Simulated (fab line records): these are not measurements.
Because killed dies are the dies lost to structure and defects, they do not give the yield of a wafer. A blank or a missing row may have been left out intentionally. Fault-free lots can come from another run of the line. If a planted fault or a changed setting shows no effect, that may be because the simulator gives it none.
Chamber matching | flow berkeley-cmos170 | rie-si-01 running UCB170_GATE_ETCH_15: 3 sister chambers
The step etches poly-Si in HBr/Cl2, stops on SiO2, time 56.3 s, target depth 278.2 nm. 3 wafers are shown with their chamber, then 6 later ones without.

## EACH WAFER AND ITS CHAMBER
wafer  | chamber | throttle-valve-pct (%)
L493.1 | 3       | 26.94
L498.2 | 0       | 26.52
L498.4 | 2       | 26.32

## WAFERS WITH NO CHAMBER GIVEN
wafer  | throttle-valve-pct (%)
L498.5 | 26.31
L495.3 | 26.93
L495.4 | 26.51
L495.5 | 26.53
L501.3 | 26.54
L501.4 | 26.32

## WHICH CHAMBER EACH ONE RAN IN
wafer  | from the rows above | in truth
L498.5 | 2                   | 2
L495.3 | 3                   | 3
L495.4 | 0                   | 0
L495.5 | 0                   | 0
L501.3 | 0                   | 0
L501.4 | 2                   | 2
Correctly placed: 6 of 6. Not placeable from these rows: 0. Wrongly placed: 0.
How it was worked out, from the rows above alone: a wafer's distance from a chamber is the root of the sum, over the readings, of the square of ((its reading less the chamber's mean) divided by the reading's scatter). If the next closest chamber is less than 2 further off than the closest, the wafer can't be placed; otherwise it belongs to the closest. The mean given for a chamber averages the wafers shown for that chamber. The scatter: root of mean squared gap, hidden wafer to nearest shown wafer, with one shown wafer a chamber.
